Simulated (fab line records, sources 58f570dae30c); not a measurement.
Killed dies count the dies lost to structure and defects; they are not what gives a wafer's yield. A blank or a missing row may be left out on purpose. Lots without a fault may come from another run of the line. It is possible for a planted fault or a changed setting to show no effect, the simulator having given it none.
A lot that was struck, set against a sound lot :: flow berkeley_cmos170 :: 17 out of 331 route steps
Sound: wafers L691.1, L691.2, L691.5. Struck: wafers L697.1, L697.2, L697.6. The cause is given at the end.
Per side, at each step with rows, come the tool, then ch with its chambers, and then its first start. Under that, the readings that differ: sound wafers :: struck wafers :: difference of the means :: sigmas: that difference in standard deviations of wafers without a fault.
alike: same words and numbers on both sides, and readings whose means sit less than 2 such deviations apart. not compared: any withheld reading, any reading some wafer has no value for, any bound like >300 that may hide the same value, and any number with overlapping values for which the record gives no deviation.
The two part at a step that has a row with sigmas, a row that says differs or no value, or rows on one side only. Non-overlapping numbers with no deviation appear without sigmas and do not part them. Lack of a reading on every wafer of one side parts them only where that side has two or more wafers.

first, 1 step without rows for these wafers: UCB170_NLDD_IMPLANT_09.
UCB170_NLDD_STRIP_10: strips in O2.
  sound on plasma_asher-01 ch 0,1, day 8 03:59; struck on plasma_asher-03 ch 0,1, day 10 02:56
  alike: drypump_motor_current_A, oes_product_au, strip_time_to_endpoint_s
  not compared: rf_hours_counter_h
UCB170_NLDD_TW_MEAS_11:
  struck on film_metro-01, day 10 03:02; sound on film_metro-03, day 8 04:05
  alike: NLDD_TW
then, 1 step without rows for these wafers: UCB170_NLDD_CLEAN_12 (cleans in SPM, time 600 s).
UCB170_SPACER_CVD_00: deposits SiO2 from TEOS/O2, target thk 376 nm, time 47 s.
  sound on pecvd-02 ch 0,1, day 8 04:20; struck on pecvd-04 ch 0,1,2, day 10 03:29
  alike: heater_power_w
UCB170_SPACER_THK_MEAS_01:
  struck on film_metro-01, day 10 03:31; sound on film_metro-04, day 8 04:23
  alike: SPACER_TEOS_THK
then, 1 step without rows for these wafers: UCB170_SPACER_ANNEAL_02 (time 1800 s).
UCB170_SPACER_ETCHBACK_03: etches SiO2 in CHF3/CF4/Ar, stops on Si, target depth 376 nm, time 100 s.
  sound on rie_diel-04 ch 0,3, day 8 10:26; struck on rie_diel-01 ch 1,3, day 10 08:29
  alike: cf4_flow_sccm, drypump_motor_current_A, oes_product_au, throttle_valve_pct
  not compared: rf_hours_counter_h
then, 4 steps without rows for these wafers: UCB170_PSD_HMDS_00 (prime time 60 s); UCB170_PSD_COAT_01 (resist thk 900 nm); UCB170_PSD_SOFTBAKE_02 (time 60 s); UCB170_PSD_EXPOSE_03 (exposes mask PSELECT MOD, target cd 1200 nm).
UCB170_PSD_PEB_04:
  sound on litho_track-04 ch 0, day 8 11:45; struck on litho_track-02 ch 0, day 10 09:39
reading: heater_power_total_W (W)
sound: 56.79 56.74 56.72
struck: 55.35 55.28 55.31
difference: -1.44
sigmas: -31

reading: plate_temp_C (C)
sound: 130.23 129.99 130.02
struck: 127.38 127.37 127.16
difference: -2.78
sigmas: -23
then, 1 step without rows for these wafers: UCB170_PSD_DEVELOP_05 (develop time 45 s).
UCB170_PSD_CD_MEAS_06: the cd target is 1200 nm.
  struck on cd_sem-02, day 10 09:56; sound on cd_sem-01, day 8 12:02
reading: cd_nm (nm)
sound: 1198.5 1198.9 1199.4
struck: 1177.8 1178.3 1179.3
difference: -20.5
sigmas: -15
UCB170_PSD_OVL_MEAS_07:
  struck on overlay-01, day 10 10:03; sound on overlay-02, day 8 12:09
  alike: PSD_OVL
UCB170_M3_PROBE_99:
  rows exist in the record for the sound wafers here (prober-02, day 9 12:37), none for the struck ones

== WHERE THEY PART ==
Earliest at UCB170_PSD_PEB_04; latest, in this record, at UCB170_M3_PROBE_99.

WHY: whatever the simulator had introduced
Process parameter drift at UCB170_PSD_PEB_04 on litho_track-02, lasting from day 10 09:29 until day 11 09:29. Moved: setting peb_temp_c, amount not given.
